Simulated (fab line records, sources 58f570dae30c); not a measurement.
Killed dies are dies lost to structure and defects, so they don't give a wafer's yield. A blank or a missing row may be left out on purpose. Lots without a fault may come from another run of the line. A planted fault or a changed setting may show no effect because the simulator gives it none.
A sampling plan put to the test | flow berkeley_cmos170 | one fab line, 34 faults that these records tell of, each judged on the records of the lots that it struck; 1 more is left out, because the records don't allow judging it
The plan is the line's own looks: the steps of the route at which a gauge or an inspection reads the wafer and doesn't change it. A look can be judged if struck wafers have a number there and the file gives its usual mean and standard deviation on fault-free wafers. Caught: at a look after the fault's first step, the mean of the struck wafers lies 4 or more of those standard deviations (sigma) from the usual mean. On the tool: the same test on the tool's own readings at the fault's steps. Another recipe on the struck wafers, or a record that is blank for them alone, also counts as caught.

THE FAULTS, as the simulator had put them in
1. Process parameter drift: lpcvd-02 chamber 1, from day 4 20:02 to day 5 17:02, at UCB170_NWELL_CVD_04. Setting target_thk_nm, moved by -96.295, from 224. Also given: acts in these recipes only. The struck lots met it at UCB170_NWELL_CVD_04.
2. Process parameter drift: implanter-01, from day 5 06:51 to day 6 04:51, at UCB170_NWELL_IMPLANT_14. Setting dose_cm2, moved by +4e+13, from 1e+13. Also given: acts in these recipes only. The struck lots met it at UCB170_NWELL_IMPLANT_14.
3. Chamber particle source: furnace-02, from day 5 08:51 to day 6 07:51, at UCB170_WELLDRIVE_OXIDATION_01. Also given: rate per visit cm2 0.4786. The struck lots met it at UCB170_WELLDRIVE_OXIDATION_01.
4. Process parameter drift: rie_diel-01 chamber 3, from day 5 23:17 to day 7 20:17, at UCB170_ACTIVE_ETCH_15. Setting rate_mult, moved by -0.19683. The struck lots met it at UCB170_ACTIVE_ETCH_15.
5. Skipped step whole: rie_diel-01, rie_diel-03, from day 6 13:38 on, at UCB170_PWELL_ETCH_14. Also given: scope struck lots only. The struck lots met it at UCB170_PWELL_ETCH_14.
6. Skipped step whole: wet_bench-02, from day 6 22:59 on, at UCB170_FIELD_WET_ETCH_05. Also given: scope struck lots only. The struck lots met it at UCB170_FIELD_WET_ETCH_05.
7. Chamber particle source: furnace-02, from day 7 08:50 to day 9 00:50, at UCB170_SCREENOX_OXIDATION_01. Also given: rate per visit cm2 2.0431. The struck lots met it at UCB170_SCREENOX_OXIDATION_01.
8. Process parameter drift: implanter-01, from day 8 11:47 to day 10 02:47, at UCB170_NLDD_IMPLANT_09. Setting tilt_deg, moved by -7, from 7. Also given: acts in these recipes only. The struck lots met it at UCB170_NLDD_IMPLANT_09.
9. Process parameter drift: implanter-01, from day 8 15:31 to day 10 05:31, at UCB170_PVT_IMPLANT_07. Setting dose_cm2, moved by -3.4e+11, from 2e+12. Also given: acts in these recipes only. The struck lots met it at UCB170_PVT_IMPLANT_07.
10. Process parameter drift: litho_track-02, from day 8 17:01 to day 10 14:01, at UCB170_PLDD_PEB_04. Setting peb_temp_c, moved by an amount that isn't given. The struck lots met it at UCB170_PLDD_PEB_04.
11. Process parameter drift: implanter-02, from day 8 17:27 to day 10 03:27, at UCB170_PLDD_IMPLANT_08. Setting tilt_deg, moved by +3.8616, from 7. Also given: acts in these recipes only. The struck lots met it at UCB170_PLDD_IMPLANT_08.
12. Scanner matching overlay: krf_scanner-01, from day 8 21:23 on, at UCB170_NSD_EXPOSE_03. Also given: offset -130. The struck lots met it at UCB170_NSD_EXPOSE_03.
13. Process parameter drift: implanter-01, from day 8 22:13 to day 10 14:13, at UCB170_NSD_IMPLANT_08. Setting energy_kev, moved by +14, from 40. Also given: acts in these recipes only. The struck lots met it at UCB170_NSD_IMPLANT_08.
14. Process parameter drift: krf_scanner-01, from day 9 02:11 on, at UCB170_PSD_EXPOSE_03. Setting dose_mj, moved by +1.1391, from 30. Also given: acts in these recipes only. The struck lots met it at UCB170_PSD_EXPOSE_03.
15. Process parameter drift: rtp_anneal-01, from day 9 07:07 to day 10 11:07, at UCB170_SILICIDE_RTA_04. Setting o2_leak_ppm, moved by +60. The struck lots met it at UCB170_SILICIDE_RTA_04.
16. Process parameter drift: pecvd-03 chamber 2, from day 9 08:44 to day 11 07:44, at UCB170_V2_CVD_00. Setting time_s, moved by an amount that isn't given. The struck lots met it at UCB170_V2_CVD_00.
17. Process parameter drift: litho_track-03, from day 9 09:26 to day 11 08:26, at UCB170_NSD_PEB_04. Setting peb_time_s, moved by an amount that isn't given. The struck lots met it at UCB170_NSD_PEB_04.
18. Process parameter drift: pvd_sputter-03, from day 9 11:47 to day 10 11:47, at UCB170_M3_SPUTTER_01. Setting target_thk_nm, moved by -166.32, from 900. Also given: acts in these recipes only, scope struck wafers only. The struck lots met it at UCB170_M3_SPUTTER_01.
19. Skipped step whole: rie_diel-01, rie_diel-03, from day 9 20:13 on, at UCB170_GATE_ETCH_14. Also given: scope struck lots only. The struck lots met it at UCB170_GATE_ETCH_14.
20. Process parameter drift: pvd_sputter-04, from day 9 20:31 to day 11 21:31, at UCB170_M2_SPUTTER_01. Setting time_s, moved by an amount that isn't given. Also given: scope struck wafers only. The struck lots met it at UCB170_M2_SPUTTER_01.
21. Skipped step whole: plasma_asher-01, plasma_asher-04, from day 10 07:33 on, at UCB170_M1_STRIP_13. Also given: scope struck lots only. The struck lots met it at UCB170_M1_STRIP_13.
22. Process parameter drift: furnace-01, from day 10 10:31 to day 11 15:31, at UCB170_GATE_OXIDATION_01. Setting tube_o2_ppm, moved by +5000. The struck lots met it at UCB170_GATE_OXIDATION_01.
23. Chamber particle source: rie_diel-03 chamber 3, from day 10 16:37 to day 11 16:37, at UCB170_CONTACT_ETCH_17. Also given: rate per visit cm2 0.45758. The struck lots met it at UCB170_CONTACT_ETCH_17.
24. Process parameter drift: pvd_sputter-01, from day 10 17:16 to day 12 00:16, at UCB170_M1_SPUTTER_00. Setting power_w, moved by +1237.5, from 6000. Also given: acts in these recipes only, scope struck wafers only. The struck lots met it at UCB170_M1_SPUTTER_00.
25. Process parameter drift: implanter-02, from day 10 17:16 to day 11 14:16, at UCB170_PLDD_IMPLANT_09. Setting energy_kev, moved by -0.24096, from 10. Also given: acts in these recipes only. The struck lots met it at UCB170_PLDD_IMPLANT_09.
26. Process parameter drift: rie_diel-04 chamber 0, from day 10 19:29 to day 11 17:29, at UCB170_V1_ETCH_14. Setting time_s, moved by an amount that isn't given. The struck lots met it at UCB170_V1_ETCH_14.
27. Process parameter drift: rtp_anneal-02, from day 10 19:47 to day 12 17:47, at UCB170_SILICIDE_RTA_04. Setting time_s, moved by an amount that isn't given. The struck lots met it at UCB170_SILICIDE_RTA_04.
28. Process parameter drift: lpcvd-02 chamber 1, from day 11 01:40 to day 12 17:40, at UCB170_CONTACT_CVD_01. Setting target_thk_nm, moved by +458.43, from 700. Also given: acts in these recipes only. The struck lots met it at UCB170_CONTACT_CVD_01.
29. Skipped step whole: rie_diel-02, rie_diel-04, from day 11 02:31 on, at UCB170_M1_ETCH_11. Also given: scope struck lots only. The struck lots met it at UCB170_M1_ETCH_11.
30. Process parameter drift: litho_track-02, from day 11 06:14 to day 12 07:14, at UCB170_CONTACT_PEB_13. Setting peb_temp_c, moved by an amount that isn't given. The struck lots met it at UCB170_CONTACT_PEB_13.
31. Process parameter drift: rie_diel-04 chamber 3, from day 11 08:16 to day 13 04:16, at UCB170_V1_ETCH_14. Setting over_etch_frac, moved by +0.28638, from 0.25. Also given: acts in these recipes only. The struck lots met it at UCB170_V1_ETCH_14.
32. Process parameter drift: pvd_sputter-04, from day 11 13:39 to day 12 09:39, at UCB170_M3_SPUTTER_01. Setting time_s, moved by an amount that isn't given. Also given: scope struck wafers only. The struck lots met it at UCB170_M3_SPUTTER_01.
33. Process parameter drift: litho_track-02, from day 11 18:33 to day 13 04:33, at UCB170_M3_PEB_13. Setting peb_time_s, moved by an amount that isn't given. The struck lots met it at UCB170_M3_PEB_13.
34. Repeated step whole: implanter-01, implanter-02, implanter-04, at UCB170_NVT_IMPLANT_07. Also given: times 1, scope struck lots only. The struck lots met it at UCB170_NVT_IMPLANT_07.

WHAT THE PLAN SAW
fault | on the tool itself                               | first look that catches it                      | reading, sigma                                                      | median hours from its first step to that look | hours from the fault's start to the first struck lot there | judged looks passed uncaught
1     | under 2 sigma                                    | UCB170_NWELL_THK_MEAS_05                        | NWELL_NITRIDE_THK -44                                               | 1.9                                           | 11                                                         | 0
2     | dose_ions_cm2 +99 or beyond sigma                | UCB170_NWELL_TW_MEAS_16                         | NWELL_TW +51                                                        | 0.2                                           | 3                                                          | 0
3     | under 2 sigma                                    | no look after it can be judged                  | -                                                                   | -                                             | -                                                          | 0
4     | oes_product_au -4.0 sigma                        | no look after it can be judged                  | -                                                                   | -                                             | -                                                          | 0
5     | the tool's record is blank for the struck wafers | no look after it can be judged                  | -                                                                   | -                                             | -                                                          | 0
6     | the tool's record is blank for the struck wafers | none of the 2 looks that can be judged after it | strongest: FIELD_OXIDE_LEFT_2_THK at UCB170_FIELD_THK_MEAS_91, +3.3 | -                                             | -                                                          | 2
7     | under 2 sigma                                    | not the one look that can be judged after it    | -                                                                   | -                                             | -                                                          | 1
8     | tilt_deg -99 or beyond sigma                     | UCB170_NLDD_TW_MEAS_11                          | NLDD_TW -5.9                                                        | 0.2                                           | 8                                                          | 0
9     | dose_ions_cm2 -99 or beyond sigma                | UCB170_PVT_TW_MEAS_09                           | PVT_TW -5.4                                                         | 0.2                                           | 22                                                         | 0
10    | heater_power_total_W -99 or beyond sigma         | UCB170_PLDD_CD_MEAS_06                          | cd_nm -58                                                           | 0.3                                           | 5                                                          | 0
11    | tilt_deg +99 or beyond sigma                     | no look after it can be judged                  | -                                                                   | -                                             | -                                                          | 0
12    | no reading that can be judged                    | UCB170_NSD_OVL_MEAS_07                          | NSD_OVL -25                                                         | 0.8                                           | 5                                                          | 0
13    | beam_energy_keV +99 or beyond sigma              | UCB170_NSD_TW_MEAS_10                           | NSD_TW +8.4                                                         | 0.2                                           | 5                                                          | 0
14    | exposure_dose_mJ_cm2 +33 sigma                   | not the one look that can be judged after it    | strongest: cd_nm at UCB170_PSD_CD_MEAS_06, +2.5                     | -                                             | -                                                          | 1
15    | chamber_o2_ppm +99 or beyond sigma               | no look after it can be judged                  | -                                                                   | -                                             | -                                                          | 0
16    | run_length_s -99 or beyond sigma                 | UCB170_V2_THK_MEAS_01                           | V2_TEOS_THK -17                                                     | 0.2                                           | 3                                                          | 0
17    | under 2 sigma                                    | UCB170_NSD_CD_MEAS_06                           | cd_nm +5.6                                                          | 0.3                                           | 8                                                          | 0
18    | under 2 sigma                                    | UCB170_M3_RS_MEAS_02                            | M3_AL_RS +21                                                        | 0.1                                           | 3                                                          | 0
19    | the tool's record is blank for the struck wafers | no look after it can be judged                  | -                                                                   | -                                             | -                                                          | 0
20    | under 2 sigma                                    | UCB170_M2_RS_MEAS_02                            | M2_AL_RS -21                                                        | 0.1                                           | 4                                                          | 0
21    | the tool's record is blank for the struck wafers | no look after it can be judged                  | -                                                                   | -                                             | -                                                          | 0
22    | no reading that can be judged                    | UCB170_GATE_THK_MEAS_02                         | GATE_OXIDE_THK +24                                                  | 1.5                                           | 17                                                         | 0
23    | under 2 sigma                                    | none of the 9 looks that can be judged after it | -                                                                   | -                                             | -                                                          | 9
24    | cathode_dc_power_W +99 or beyond sigma           | UCB170_M1_RS_MEAS_01                            | M1_AL_RS -18                                                        | 0.1                                           | 7                                                          | 0
25    | beam_energy_keV -74 sigma                        | no look after it can be judged                  | -                                                                   | -                                             | -                                                          | 0
26    | run_length_s -79 sigma                           | none of the 2 looks that can be judged after it | -                                                                   | -                                             | -                                                          | 2
27    | under 2 sigma                                    | none of the 6 looks that can be judged after it | -                                                                   | -                                             | -                                                          | 6
28    | under 2 sigma                                    | UCB170_CONTACT_THK_MEAS_02                      | CONTACT_PSG_THK +66                                                 | 1.8                                           | 33                                                         | 0
29    | the tool's record is blank for the struck wafers | no look after it can be judged                  | -                                                                   | -                                             | -                                                          | 0
30    | heater_power_total_W -22 sigma                   | UCB170_CONTACT_CD_MEAS_15                       | cd_nm -10                                                           | 0.3                                           | 4                                                          | 0
31    | oes_product_au -8.6 sigma                        | no look after it can be judged                  | -                                                                   | -                                             | -                                                          | 0
32    | under 2 sigma                                    | UCB170_M3_RS_MEAS_02                            | M3_AL_RS +12                                                        | 0.1                                           | 16                                                         | 0
33    | heater_power_total_W +25 sigma                   | none of the 2 looks that can be judged after it | strongest: cd_nm at UCB170_M3_CD_MEAS_15, +2.5                      | -                                             | -                                                          | 2
34    | no reading that can be judged                    | UCB170_NVT_TW_MEAS_09                           | NVT_TW +21                                                          | 0.6                                           | -                                                          | 0
A dash: the fault isn't caught, or these records don't give the number.

Caught at a look: 17 of 34. Caught on the tool: 21 of 34. By one or the other: 30 of 34.
Caught on the tool alone: faults 4, 5, 6, 11, 14, 15, 19, 21, 25, 26, 29, 31, 33.
Caught at a look alone: faults 1, 12, 17, 18, 20, 22, 28, 32, 34.
Caught by neither: faults 3, 7, 23, 27.

THINNER SAMPLING
If the look that catches a fault measured only every second or every third lot, by lot number, the first struck lot would be measured this late in the worst case:
fault | struck lots at that look, in order of time | every lot | every second lot | every third lot
1     | L613                                       | 11 h      | may miss it      | may miss it
2     | L636, L638                                 | 3 h       | may miss all 2   | may miss all 2
8     | L265, L268                                 | 8 h       | 21 h             | may miss all 2
9     | L975, L977                                 | 22 h      | may miss all 2   | may miss all 2
10    | L892, L893, L896                           | 5 h       | 13 h             | may miss all 3
12    | L792, L793, L796, L795                     | 5 h       | 11 h             | may miss all 4
13    | L345, L347                                 | 5 h       | may miss all 2   | may miss all 2
16    | L610, L617                                 | 3 h       | 35 h             | may miss all 2
17    | L986, L985                                 | 8 h       | 8 h              | may miss all 2
18    | L717, L719                                 | 3 h       | may miss all 2   | may miss all 2
20    | L678, L685                                 | 4 h       | 37 h             | may miss all 2
22    | L204, L205                                 | 17 h      | 17 h             | may miss all 2
24    | L108, L106                                 | 7 h       | may miss all 2   | may miss all 2
28    | L167                                       | 33 h      | may miss it      | may miss it
30    | L107, L108                                 | 4 h       | 7 h              | may miss all 2
32    | L661                                       | 16 h      | may miss it      | may miss it
Hours are from the fault's start to the first struck lot that is measured. The limit of 4 sigma was tested on all struck wafers together, so one lot alone may lie under it. Other struck lots may not be in these records.

THE LONGEST TIMED WAY FROM STEP TO LOOK
Fault 1: a median of 1.9 hours passes between UCB170_NWELL_CVD_04 and UCB170_NWELL_THK_MEAS_05. No look between them can be judged.
